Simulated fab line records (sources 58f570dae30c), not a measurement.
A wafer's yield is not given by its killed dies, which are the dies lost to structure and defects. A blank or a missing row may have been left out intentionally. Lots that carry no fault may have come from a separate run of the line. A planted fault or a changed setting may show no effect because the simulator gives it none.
A struck lot beside a sound one :: flow berkeley-cmos170 :: 14 out of 331 route steps
Sound: the wafers L625.3, L625.4, L625.6. Struck: wafers L620.3, L620.4, L620.5. The cause is given at the end.
For every step that has rows: the tool of each side, followed by ch and its chambers, followed by its first start. Under that, the readings that differ: sound wafers :: struck wafers :: difference of the means :: sigmas: that difference in standard deviations of wafers without a fault.
alike: readings with means less than 2 such deviations apart, plus words and numbers identical on both sides. not compared: withheld readings, readings lacking a value on some wafer, bounds such as >300 that could conceal the same value, and numbers that have no deviation in the record and whose values overlap.
Wherever a step has rows on one side only, a row that says differs or no value, or a row with sigmas, the two part there. Numbers that don't overlap but have no deviation are shown without sigmas and don't part them. A reading that every wafer of one side lacks parts them only if that side has two wafers or more.

first, 2 steps without rows for these wafers: UCB170_START_CLEAN_01 (cleans in dHF, time 60 s); UCB170_START_OXIDATION_02 (target thk 20 nm, ox time 1728 s).
UCB170_START_THK_MEAS_03:
  sound: film-metro-03 at day 6 06:55; struck: film-metro-01 at day 5 04:40
  alike: START_OXIDE_THK
then, 7 steps without rows for these wafers: UCB170_START_ANNEAL_04 (time 1200 s); UCB170_ZERO_HMDS_00 (prime time 60 s); UCB170_ZERO_COAT_01 (resist thk 900 nm); UCB170_ZERO_SOFTBAKE_02 (time 58.87 s); UCB170_ZERO_EXPOSE_03 (exposes mask PM MARKS, target cd 4000 nm); UCB170_ZERO_PEB_04; UCB170_ZERO_DEVELOP_05 (develop time 45 s).
UCB170_ZERO_ETCH_06: etches SiO2 in CHF3/CF4/Ar, time 12 s.
  sound on rie-diel-01 ch 0,2,3, day 6 11:40; struck on rie-diel-03 ch 0,2,3, day 5 11:02
  alike: CHF3_flow_sccm, cf4-flow-sccm, drypump-motor-current-A, oes-product-au, throttle-valve-pct
  not compared: rf-hours-counter-h
UCB170_ZERO_STRIP_07: strips in O2.
  sound on plasma-asher-01 ch 0,1, day 6 11:44; struck on plasma-asher-03 ch 0,1, day 5 11:05
  alike: drypump-motor-current-A, oes-product-au, strip-time-to-endpoint-s
  not compared: rf-hours-counter-h
UCB170_NWELL_WET_ETCH_00: etches SiO2 in dHF, time 200 s.
  sound on wet-bench-04 ch 2, day 6 11:50; struck on wet-bench-02 ch 1, day 5 12:04
  no value came back on the struck wafers for bath-heat-duty-pct (%), run-length-s (s); on the sound wafers bath-heat-duty-pct (%) reads 6.6 6.6 6.5
reading: model.SiO2_of_START_OXIDATION_02.thk-nm (nm)
sound: 0 0 0
struck: 19.98 19.83 20.38
difference: +20.06
sigmas: 
then, 1 step without rows for these wafers: UCB170_NWELL_OXIDATION_01 (target thk 26.4 nm, ox time 1260 s).

WHERE THEY PART
UCB170_NWELL_WET_ETCH_00 only, going by this record.

WHY: what had been put in by the simulator
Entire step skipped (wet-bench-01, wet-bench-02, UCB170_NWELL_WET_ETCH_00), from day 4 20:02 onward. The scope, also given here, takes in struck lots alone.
